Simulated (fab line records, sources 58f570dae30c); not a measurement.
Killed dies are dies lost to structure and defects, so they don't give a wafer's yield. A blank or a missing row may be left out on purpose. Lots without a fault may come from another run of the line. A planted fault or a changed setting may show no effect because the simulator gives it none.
fab line records | flow berkeley_cmos170 | part 1 of 2: steps 1 to 35 of 43
record lots=7 wafers=21 last_day=13
route steps=331 shown PVT@118 GATE@125 FIELD@126 PLDD@145 NLDD@158 SILICIDE@210 M3@331
lots that met no fault: from a run of the same line without faults
start_h: hours from the record's first day to the start of the lot's first wafer shown | wait_h: hours since the lot's step before | " the same as in the row above | L1.1+2: a row that stands for several wafers | - no value, or no start given | * or withheld: withheld | < > ~ a bound
route shown NAME@n: a module of which the file shows steps, and the number in the route of the first | usual: mean/standard deviation of fault-free wafers | same: alike in all rows | chamber/n: place in a boat | sites: the reading at each site | _std_site: their standard deviation | _edge_site: outer sites' mean less inner sites' | radius_mm: how far each site lies from the wafer's centre | mask NAME#n: copy n | behind: the tool/chamber that last shaped the wafer | hold: why the lot was held/for how many hours/how that ended | device: the transistor (n, p or np) that didn't switch | end of line: the same wafers' tests at the end of the route | a step without rows: its recipe alone | killed: dies lost to structure and defects at the first sort, not the wafer's yield | map: a wafer's dies, x killed, . not, _ none there
set.NAME: the setting as run; set.NAME@STEP: as run at that earlier step | model.NAME: the simulator's own value behind a step, which no gauge read
lots at some steps of the route; a table a step, a row a wafer
services: from which hour (start_h, from the record's first day; less than 0 if before it) a tool's chamber was out of use, for how many hours, and why
## steps
# step UCB170_PVT_EXPOSE_03
# recipe mask_id=NWELL target_cd_nm=3000 na=0.5 sigma_outer=0.6 source_shape=conventional dose_mj=30
# step UCB170_PVT_PEB_04
# recipe peb_temp_c=130 peb_time_s=withheld resist=KrF
# step UCB170_PVT_DEVELOP_05
# recipe developer=TMAH develop_time_s=45 resist=KrF dev_temp_c=21
# step UCB170_PVT_OVL_MEAS_06
# usual PVT_OVL=0/5.8
# columns lot.wafer tool chamber start_h wait_h PVT_OVL[nm]
L536.2 overlay-01 - 127.74 - 3
L536.3 " - " " -4
L536.4 " - " " 1
L539.3 overlay-01 - 140.99 - 7
L539.5 " - " " 2
L539.6 " - " " 3
L538.1 overlay-01 - 141.25 - 5
L538.3 " - " " 7
L538.4 " - " " 3
L537.2 overlay-01 - 141.67 - 4
L537.4 " - " " 6
L537.5 " - " " -11
L540.1 overlay-02 - 155.69 - 7
L540.2 " - " " 0
L540.6 " - " " 1
L556.1 overlay-02 - 234.06 - 0
L556.2 " - " " -4
L556.5 " - " " -4
L558.2 overlay-01 - 254.45 - 1
L558.4 " - " " 1
L558.5 " - " " 1
# step UCB170_PVT_IMPLANT_07
# recipe species=P dose_cm2=2e+12 energy_kev=30 tilt_deg=7
# step UCB170_PVT_STRIP_08
# recipe chemistry=O2 power_w=400 pressure_mtorr=3500 platen_temp_c=withheld o2_flow_sccm=400 overash_fraction=0.5
# usual drypump_motor_current_A=5.8/0.44 oes_product_au=0.734/0.0045 strip_time_to_endpoint_s=21.59/0.067
# columns lot.wafer tool chamber start_h wait_h drypump_motor_current_A oes_product_au rf_hours_counter_h strip_time_to_endpoint_s
L536.2 plasma_asher-01 1 127.92 0.1 5.7 0.735 40 21.66
L536.3 " 1 " " 5.7 0.736 - 21.61
L536.4 " 0 " " 5.5 0.730 - 21.62
L539.3 plasma_asher-01 0 141.19 0.1 5.5 0.730 - 21.52
L539.5 " 1 " " 5.7 0.727 - 21.58
L539.6 " 0 " " 5.5 0.735 - 21.57
L538.1 plasma_asher-02 1 141.44 0.1 5.5 0.739 44 21.63
L538.3 " 0 " " 6.2 0.731 - 21.67
L538.4 " 1 " " 5.5 0.736 - 21.65
L537.2 plasma_asher-03 1 141.85 0.1 6.4 0.735 34 21.53
L537.4 " 1 " " 6.5 0.724 - 21.62
L537.5 " 1 " " 6.5 0.733 - 21.57
L540.1 plasma_asher-02 1 155.88 0.1 5.4 0.740 46 21.70
L540.2 " 0 " " 6.2 0.726 46 21.61
L540.6 " 0 " " 6.2 0.732 - 21.64
L556.1 plasma_asher-01 0 234.25 0.1 5.5 0.738 51 21.62
L556.2 " 1 " " 5.7 0.731 51 21.61
L556.5 " 0 " " 5.5 0.737 - 21.65
L558.2 plasma_asher-03 1 254.63 0.1 6.5 0.732 46 21.66
L558.4 " 0 " " 5.3 0.738 - 21.72
L558.5 " 1 " " 6.4 0.738 - 21.70
# step UCB170_PVT_TW_MEAS_09
# usual PVT_TW=502.4/2.5
# columns lot.wafer tool chamber start_h wait_h PVT_TW
L536.2 film_metro-03 - 128.03 0.1 503.3
L536.3 " - " " 503.7
L536.4 " - " " 504.2
L539.3 film_metro-04 - 141.28 0.1 501.4
L539.5 " - " " 500.5
L539.6 " - " " 498.5
L538.1 film_metro-01 - 141.54 0.1 505.8
L538.3 " - " " 506.6
L538.4 " - " " 504.7
L537.2 film_metro-01 - 141.96 0.1 505.9
L537.4 " - " " 505.6
L537.5 " - " " 503.6
L540.1 film_metro-01 - 155.98 0.1 500.0
L540.2 " - " " 500.0
L540.6 " - " " 499.9
L556.1 film_metro-01 - 234.35 0.1 502.7
L556.2 " - " " 502.2
L556.5 " - " " 499.8
L558.2 film_metro-03 - 254.74 0.1 506.4
L558.4 " - " " 502.9
L558.5 " - " " 506.5
# step UCB170_GATE_WET_ETCH_00
# recipe chemistry=dHF dilution=25:1 target=SiO2 temp_c=25 time_s=200
# step UCB170_FIELD_THK_MEAS_91
# recipe reads=SiO2_of_FIELD_OXIDATION_01
# usual FIELD_OXIDE_LEFT_2_THK=351/10
# columns lot.wafer tool chamber start_h wait_h FIELD_OXIDE_LEFT_2_THK[nm]
L536.2 film_metro-04 - 128.16 0.0 365
L536.3 " - " " 362
L536.4 " - " " 366
L539.3 film_metro-01 - 141.41 0.0 354
L539.5 " - " " 360
L539.6 " - " " 359
L538.1 film_metro-04 - 141.66 0.0 350
L538.3 " - " " 346
L538.4 " - " " 351
L537.2 film_metro-04 - 142.09 0.0 370
L537.4 " - " " 375
L537.5 " - " " 366
L540.1 film_metro-03 - 156.17 0.0 364
L540.2 " - " " 363
L540.6 " - " " 374
L556.1 film_metro-04 - 234.50 0.0 330
L556.2 " - " " 334
L556.5 " - " " 334
L558.2 film_metro-04 - 254.87 0.0 345
L558.4 " - " " 350
L558.5 " - " " 351
# step UCB170_GATE_OXIDATION_01
# recipe temp_c=850 ambient=O2 target_thk_a=66 ox_time_s=1800
# step UCB170_GATE_THK_MEAS_02
# recipe reads=SiO2_of_GATE_OXIDATION_01
# usual GATE_OXIDE_THK=6.54/0.13
# columns lot.wafer tool chamber start_h wait_h GATE_OXIDE_THK[nm]
L536.2 film_metro-02 - 131.79 0.0 6.51
L536.3 " - " " 6.42
L536.4 " - " " 6.38
L538.1 film_metro-02 - 146.22 0.0 6.38
L538.3 " - " " 6.55
L538.4 " - " " 6.49
L537.2 film_metro-01 - 146.23 0.0 6.58
L537.4 " - " " 6.44
L537.5 " - " " 6.51
L539.3 film_metro-04 - 146.24 0.0 6.67
L539.5 " - " " 6.57
L539.6 " - " " 6.58
L540.1 film_metro-02 - 161.38 0.0 6.58
L540.2 " - " " 6.58
L540.6 " - " " 6.39
L556.1 film_metro-02 - 240.42 0.0 6.51
L556.2 " - " " 6.61
L556.5 " - " " 6.55
L558.2 film_metro-04 - 260.19 0.0 6.61
L558.4 " - " " 6.78
L558.5 " - " " 6.70
# step UCB170_GATE_ANNEAL_03
# recipe temp_c=900 time_s=1800 ambient=N2
# step UCB170_GATE_CVD_04
# recipe material=poly-Si temp_c=610 precursor=SiH4 time_s=1440 pressure_mtorr=375 target_thk_nm=214 sih4_flow_sccm=120
# usual spike_tc_centre_C=612.9/1.5 spike_tc_load_C=632.4/2.2 spike_tc_source_C=629.2/1.3 susceptor_temp_C=609.93/0.27
# columns lot.wafer tool chamber start_h wait_h spike_tc_centre_C spike_tc_load_C spike_tc_source_C susceptor_temp_C model.poly-Si_of_GATE_CVD_04.thk_nm
L536.2 lpcvd-02 1 138.71 0.0 614.6 634.4 628.9 610.06 215.9
L536.3 " 1 " " 613.2 635.4 629.2 610.05 214.8
L536.4 " 1 " " 613.0 633.2 628.6 609.62 214.1
L537.2 lpcvd-02 1 150.18 0.0 602.2 621.5 614.8 598.48 162.2
L537.4 " 1 " " 600.8 622.4 616.6 597.83 160.8
L537.5 " 1 " " 601.7 622.2 616.4 597.80 162.5
L538.1 lpcvd-02 1 150.18 0.0 601.3 623.5 616.2 597.96 164.1
L538.3 " 1 " " 603.3 623.1 616.4 598.15 163.8
L538.4 " 1 " " 603.9 623.0 615.1 598.15 162.1
L539.3 lpcvd-02 1 150.18 0.0 601.6 620.5 615.7 598.16 160.5
L539.5 " 1 " " 602.6 621.3 617.1 597.47 160.5
L539.6 " 1 " " 603.4 622.1 616.0 597.42 161.5
L540.1 lpcvd-01 1 172.44 1.2 613.0 633.4 628.6 610.07 214
L540.2 " 1 " " 615.0 633.3 629.0 610.04 212.5
L540.6 " 1 " " 612.3 635.4 631.6 609.84 213.2
L556.1 lpcvd-02 0 246.17 0.0 611.0 629.1 628.9 609.81 215.4
L556.2 " 0 " " 610.6 629.5 631.0 610.08 215.5
L556.5 " 0 " " 609.1 629.2 629.4 609.65 215.9
L558.2 lpcvd-02 1 262.04 0.1 614.8 633.3 629.8 609.84 217.6
L558.4 " 1 " " 613.7 635.4 629.4 610.25 216.8
L558.5 " 1 " " 614.8 634.1 629.2 610.13 215
# step UCB170_GATE_THK_MEAS_05
# recipe reads=poly-Si_of_GATE_CVD_04
# usual GATE_POLY_THK=215.4/1.8
# columns lot.wafer tool chamber start_h wait_h hold GATE_POLY_THK[nm]
L536.2 film_metro-04 - 140.13 0.0 - 215.8
L536.3 " - " " - 214.7
L536.4 " - " " - 214.0
L538.1 film_metro-04 - 151.59 0.0 await_dispo/0.2h/release 164.0
L538.3 " - " " await_dispo/0.2h/release 163.6
L538.4 " - " " await_dispo/0.2h/release 162.1
L538.1 film_metro-04 - 151.86 0.3 - 164.2
L538.3 " - " " - 163.7
L538.4 " - " " - 162.1
L537.2 film_metro-02 - 151.60 0.0 await_dispo/0.2h/release 162.0
L537.4 " - " " await_dispo/0.2h/release 160.9
L537.5 " - " " await_dispo/0.2h/release 162.5
L537.2 film_metro-02 - 151.83 0.2 - 162.2
L537.4 " - " " - 160.7
L537.5 " - " " - 162.4
L539.3 film_metro-01 - 151.60 0.0 await_dispo/0.2h/release 160.4
L539.5 " - " " await_dispo/0.2h/release 160.7
L539.6 " - " " await_dispo/0.2h/release 161.5
L539.3 film_metro-01 - 151.83 0.2 - 160.5
L539.5 " - " " - 160.6
L539.6 " - " " - 161.5
L540.1 film_metro-04 - 173.90 0.1 - 214.0
L540.2 " - " " - 212.6
L540.6 " - " " - 213.4
L556.1 film_metro-01 - 247.57 0.0 - 215.5
L556.2 " - " " - 215.6
L556.5 " - " " - 216.0
L558.2 film_metro-02 - 263.45 0.0 - 217.5
L558.4 " - " " - 216.9
L558.5 " - " " - 215.2
# step UCB170_GATE_COAT_07
# recipe resist=KrF spin_rpm=1500 resist_thk_nm=900
# step UCB170_GATE_SOFTBAKE_08
# recipe resist=KrF temp_c=130 time_s=60
# step UCB170_GATE_EXPOSE_09
# recipe mask_id=POLY target_cd_nm=350 na=0.5 sigma_outer=0.6 source_shape=conventional dose_mj=21
# step UCB170_GATE_PEB_10
# recipe peb_temp_c=130 peb_time_s=withheld resist=KrF
# step UCB170_GATE_DEVELOP_11
# recipe developer=TMAH develop_time_s=45 resist=KrF dev_temp_c=21
# step UCB170_GATE_CD_MEAS_12
# recipe target_cd_nm=350
# usual cd_nm=349.6/1.6
# columns lot.wafer tool chamber start_h wait_h cd_nm
L536.2 cd_sem-01 - 142.04 - 353.8
L536.3 " - " " 353.5
L536.4 " - " " 354.2
L537.2 cd_sem-01 - 154.59 - 348.0
L537.4 " - " " 348.3
L537.5 " - " " 348.3
L539.3 cd_sem-02 - 156.35 - 350.0
L539.5 " - " " 350.5
L539.6 " - " " 349.5
L538.1 cd_sem-02 - 159.90 - 349.1
L538.3 " - " " 348.3
L538.4 " - " " 349.2
L540.1 cd_sem-01 - 175.51 - 350.2
L540.2 " - " " 351.2
L540.6 " - " " 351.3
L556.1 cd_sem-01 - 248.86 - 353.9
L556.2 " - " " 353.4
L556.5 " - " " 353.5
L558.2 cd_sem-01 - 264.62 - 347.8
L558.4 " - " " 347.5
L558.5 " - " " 348.9
# step UCB170_GATE_OVL_MEAS_13
# usual GATE_OVL=1/4.9
# columns lot.wafer tool chamber start_h wait_h GATE_OVL[nm]
L536.2 overlay-01 - 142.15 0.1 9
L536.3 " - " " 8
L536.4 " - " " 6
L537.2 overlay-02 - 154.69 0.1 1
L537.4 " - " " -3
L537.5 " - " " 2
L539.3 overlay-02 - 156.47 0.1 0
L539.5 " - " " -11
L539.6 " - " " -5
L538.1 overlay-01 - 160.02 0.1 -3
L538.3 " - " " 3
L538.4 " - " " 6
L540.1 overlay-01 - 175.63 0.1 7
L540.2 " - " " 0
L540.6 " - " " -1
L556.1 overlay-02 - 248.98 0.1 -2
L556.2 " - " " -1
L556.5 " - " " -4
L558.2 overlay-01 - 264.73 0.1 6
L558.4 " - " " 9
L558.5 " - " " 6
# step UCB170_GATE_ETCH_14
# recipe chemistry=N2/H2 target_depth_a=withheld overetch_a=withheld target=BARC time_s=withheld source_w=500 bias_w=100 pressure_mtorr=30 n2_flow_sccm=100 h2_flow_sccm=200
# usual bias_w=99.98/0.28 drypump_motor_current_A=5.7/0.34 oes_product_au=1.006/0.02 throttle_valve_pct=13.32/0.17
# columns lot.wafer tool chamber start_h wait_h bias_w drypump_motor_current_A oes_product_au throttle_valve_pct
L536.2 rie_diel-02 3 142.18 0.0 100.08 5.8 0.997 13.06
L536.3 " 0 " " 99.97 5.8 0.977 13.31
L536.4 " 2 " " 100.37 6.1 0.981 13.33
L537.2 rie_diel-01 3 154.79 0.1 99.74 5.7 1.027 13.57
L537.4 " 2 " " 99.76 5.5 1.017 13.37
L537.5 " 0 " " 100.01 6.0 1.015 13.48
L539.3 rie_diel-01 0 156.49 0.0 100.15 6.0 1.014 13.48
L539.5 " 2 " " 99.87 5.6 1.013 13.37
L539.6 " 3 " " 100.32 5.7 1.023 13.58
L538.1 rie_diel-02 0 160.06 0.0 99.89 5.8 0.982 13.31
L538.3 " 2 " " 99.78 6.1 0.999 13.35
L538.4 " 3 " " 100.43 5.8 0.993 13.04
L540.1 rie_diel-02 3 175.66 0.0 100.37 5.8 1.005 13.03
L540.2 " 0 " " 99.86 5.8 0.966 13.30
L540.6 " 0 " " 100.26 5.8 0.983 13.31
L556.1 rie_diel-01 3 249.02 0.0 100.19 5.7 1.023 13.54
L556.2 " 1 " " 99.74 5.6 1.037 13.34
L556.5 " 3 " " 99.75 5.7 1.031 13.58
L558.2 rie_diel-01 3 264.76 0.0 100.10 5.7 1.022 13.59
L558.4 " 3 " " 100.00 5.7 1.009 13.57
L558.5 " 1 " " 100.16 5.6 1.030 13.35
# step UCB170_GATE_ETCH_15
# recipe chemistry=HBr/Cl2 target=poly-Si stop_on=SiO2 over_etch_frac=0.3 icp_w=300 bias_w=150 time_s=56.3 pressure_mtorr=15 HBr_flow_sccm=150 Cl2_flow_sccm=50 target_depth_a=2782
# usual bias_w=149.9/0.47 drypump_motor_current_A=5.8/0.49 oes_product_au=0.839/0.011 throttle_valve_pct=26.56/0.15
# columns lot.wafer tool chamber start_h wait_h bias_w drypump_motor_current_A oes_product_au rf_hours_counter_h throttle_valve_pct model.GATE.feature_depth_nm model.etch.depth_nm
L536.2 rie_si-02 2 142.22 - 150.2 5.6 0.842 2 26.81 215.9 215.9
L536.3 " 1 " " 149.9 5.8 0.820 93 26.55 214.9 214.8
L536.4 " 2 " " 149.5 5.6 0.836 - 26.82 214.1 214.1
L537.2 rie_si-01 1 154.83 - 149.6 5.6 0.690 32 26.31 162.2 162.2
L537.4 " 2 " " 150.4 5.3 0.706 4 26.44 160.9 160.8
L537.5 " 2 " " 149.8 5.3 0.716 - 26.45 162.5 162.5
L539.3 rie_si-01 1 156.53 - 150.6 5.6 0.696 32 26.31 160.5 160.5
L539.5 " 3 " " 148.9 6.2 0.704 - 26.57 160.6 160.5
L539.6 " 0 " " 149.3 4.9 0.701 - 26.51 161.5 161.5
L538.1 rie_si-02 2 160.10 - 150.6 5.6 0.714 2 26.82 164.1 164.1
L538.3 " 1 " " 150.9 5.8 0.686 93 26.54 163.8 163.8
L538.4 " 2 " " 150.4 5.6 0.701 - 26.81 162.1 162.1
L540.1 rie_si-01 2 175.71 - 149.7 5.3 0.856 4 26.45 214 214
L540.2 " 0 " " 149.3 5.0 0.830 1 26.49 212.6 212.5
L540.6 " 1 " " 148.9 5.6 0.823 - 26.30 213.2 213.2
L556.1 rie_si-02 0 249.06 - 149.9 6.8 0.837 0 26.51 215.4 215.4
L556.2 " 3 " " 150.5 6.1 0.847 33 26.68 215.5 215.5
L556.5 " 3 " " 150.5 6.0 0.848 - 26.69 215.9 215.9
L558.2 rie_si-01 0 264.80 - 149.3 5.0 0.839 2 26.51 217.6 217.6
L558.4 " 3 " " 149.4 6.2 0.844 54 26.57 216.8 216.8
L558.5 " 2 " " 150.1 5.3 0.861 - 26.44 215.1 215
# step UCB170_GATE_STRIP_16
# recipe chemistry=O2 power_w=400 pressure_mtorr=3500 platen_temp_c=withheld o2_flow_sccm=400 overash_fraction=0.5
# usual drypump_motor_current_A=5.6/0.36 oes_product_au=0.724/0.0045
# columns lot.wafer tool chamber start_h wait_h drypump_motor_current_A oes_product_au rf_hours_counter_h
L536.2 plasma_asher-01 0 142.27 0.0 5.5 0.723 41
L536.3 " 1 " " 5.7 0.725 -
L536.4 " 0 " " 5.5 0.728 -
L537.2 plasma_asher-01 0 154.88 0.0 5.5 0.725 43
L537.4 " 0 " " 5.5 0.722 -
L537.5 " 1 " " 5.7 0.736 -
L539.3 plasma_asher-03 0 156.74 0.2 5.2 0.725 -
L539.5 " 1 " " 6.4 0.735 -
L539.6 " 0 " " 5.3 0.728 -
L538.1 plasma_asher-04 1 160.15 0.0 5.5 0.727 5
L538.3 " 0 " " 5.4 0.726 -
L538.4 " 1 " " 5.5 0.722 -
L540.1 plasma_asher-01 1 175.75 0.0 5.7 0.723 45
L540.2 " 0 " " 5.5 0.723 45
L540.6 " 0 " " 5.5 0.722 -
L556.1 plasma_asher-01 1 249.11 0.0 5.7 0.726 52
L556.2 " 0 " " 5.5 0.723 52
L556.5 " 0 " " 5.5 0.725 -
L558.2 plasma_asher-04 1 264.85 0.0 5.6 0.722 16
L558.4 " 0 " " 5.4 0.718 -
L558.5 " 1 " " 5.5 0.726 -
# step UCB170_GATE_CD_MEAS_90
# recipe target_cd_nm=350
# usual cd_nm=349.6/1.7
# columns lot.wafer tool chamber start_h wait_h cd_nm
L536.2 cd_sem-02 - 142.39 0.1 354.6
L536.3 " - " " 354.3
L536.4 " - " " 353.7
L537.2 cd_sem-02 - 155.22 0.3 348.5
L537.4 " - " " 349.8
L537.5 " - " " 348.1
L539.3 cd_sem-02 - 157.04 0.3 349.3
L539.5 " - " " 350.7
L539.6 " - " " 349.3
L538.1 cd_sem-01 - 160.25 0.1 349.4
L538.3 " - " " 347.5
L538.4 " - " " 349.6
L540.1 cd_sem-02 - 175.94 0.1 352.2
L540.2 " - " " 351.6
L540.6 " - " " 351.4
L556.1 cd_sem-02 - 249.32 0.2 353.8
L556.2 " - " " 353.3
L556.5 " - " " 353.6
L558.2 cd_sem-02 - 265.02 0.1 347.0
L558.4 " - " " 346.8
L558.5 " - " " 348.3
# step UCB170_GATE_CLEAN_17
# recipe chemistry=SPM temp_c=120 time_s=600
# step UCB170_PLDD_HMDS_00
# recipe prime_time_s=60 prime_temp_c=100
# step UCB170_PLDD_COAT_01
# recipe resist=KrF spin_rpm=1500 resist_thk_nm=900
# step UCB170_PLDD_SOFTBAKE_02
# recipe resist=KrF temp_c=130 time_s=60
# step UCB170_PLDD_EXPOSE_03
# recipe mask_id=PSELECT na=0.5 sigma_outer=0.6 source_shape=conventional target_cd_nm=1200 dose_mj=30
# step UCB170_PLDD_PEB_04
# recipe peb_temp_c=130 peb_time_s=withheld resist=KrF
# step UCB170_PLDD_DEVELOP_05
# recipe developer=TMAH develop_time_s=45 resist=KrF dev_temp_c=21
# step UCB170_PLDD_CD_MEAS_06
# recipe target_cd_nm=1200
# usual cd_nm=1200.2/1.3
# columns lot.wafer tool chamber start_h wait_h cd_nm
L536.2 cd_sem-02 - 145.34 - 1199.5
L536.3 " - " " 1198.7
L536.4 " - " " 1198.0
L537.2 cd_sem-01 - 157.13 - 1199.0
L537.4 " - " " 1199.5
L537.5 " - " " 1198.9
L539.3 cd_sem-02 - 158.61 - 1200.1
L539.5 " - " " 1199.1
L539.6 " - " " 1200.6
L538.1 cd_sem-02 - 162.17 - 1198.0
L538.3 " - " " 1199.6
L538.4 " - " " 1199.8
L540.1 cd_sem-01 - 177.91 - 1198.9
L540.2 " - " " 1197.9
L540.6 " - " " 1198.6
L556.1 cd_sem-01 - 251.37 - 1201.0
L556.2 " - " " 1200.9
L556.5 " - " " 1201.0
L558.2 cd_sem-02 - 266.26 - 1200.2
L558.4 " - " " 1198.7
L558.5 " - " " 1198.9
# step UCB170_PLDD_OVL_MEAS_07
# usual PLDD_OVL=3/4.5
# columns lot.wafer tool chamber start_h wait_h PLDD_OVL[nm]
L536.2 overlay-01 - 145.45 0.1 8
L536.3 " - " " -2
L536.4 " - " " 10
L537.2 overlay-02 - 157.24 0.1 3
L537.4 " - " " 8
L537.5 " - " " 5
L539.3 overlay-01 - 159.03 0.4 4
L539.5 " - " " 4
L539.6 " - " " 10
L538.1 overlay-02 - 162.29 0.1 3
L538.3 " - " " -2
L538.4 " - " " -5
L540.1 overlay-02 - 178.03 0.1 -2
L540.2 " - " " -2
L540.6 " - " " 1
L556.1 overlay-02 - 251.49 0.1 4
L556.2 " - " " -1
L556.5 " - " " 1
L558.2 overlay-02 - 266.36 0.1 -3
L558.4 " - " " -3
L558.5 " - " " 5
# step UCB170_PLDD_IMPLANT_08
# recipe species=BF2 dose_cm2=5e+13 energy_kev=10 tilt_deg=7 rotation_deg=0
## key
first_sign step=UCB170_GATE_CVD_04 reading=susceptor_temp_C direction=down sigmas=44 usual=* struck=*
effect step=UCB170_GATE_CVD_04 reading=spike_tc_source_C direction=down sigmas=10 usual=629.2 struck=616.0
effect step=UCB170_GATE_THK_MEAS_05 reading=visit direction=added
effect step=UCB170_GATE_THK_MEAS_05 reading=GATE_POLY_THK direction=down sigmas=30 usual=215.4 struck=162.0
effect step=UCB170_GATE_ETCH_15 reading=oes_product_au direction=down sigmas=13 usual=0.839 struck=0.701
model_effect step=UCB170_GATE_CVD_04 value=poly-Si_of_GATE_CVD_04.thk_nm without=215.8 struck=162
model_effect step=UCB170_GATE_ETCH_15 value=GATE.feature_depth_nm without=215.8 struck=162
model_effect step=UCB170_SILICIDE_PRE_CLEAN_00 value=poly-Si_of_GATE_CVD_04.thk_nm without=208.9 struck=155.1
met_at UCB170_GATE_CVD_04
struck_wafers L537.2,L537.4,L537.5,L538.1,L538.3,L538.4,L539.3,L539.5,L539.6
tester_left_out L537,L538,L539
onset_between 138.71 150.18
fault kind=process_parameter_drift tool=lpcvd-02 chamber=- onset_h=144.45 steps=UCB170_GATE_CVD_04 channel=temp_c offset=* shape=step end_h=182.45 acts_in=* stated=*
# tester_left_out: of these lots the tester's yield and bins aren't shown, on N5 and GAA mostly nor the transistor test; their killed dies are dies lost to structure and defects alone, not to doping, threshold or leakage, so they don't give the yield
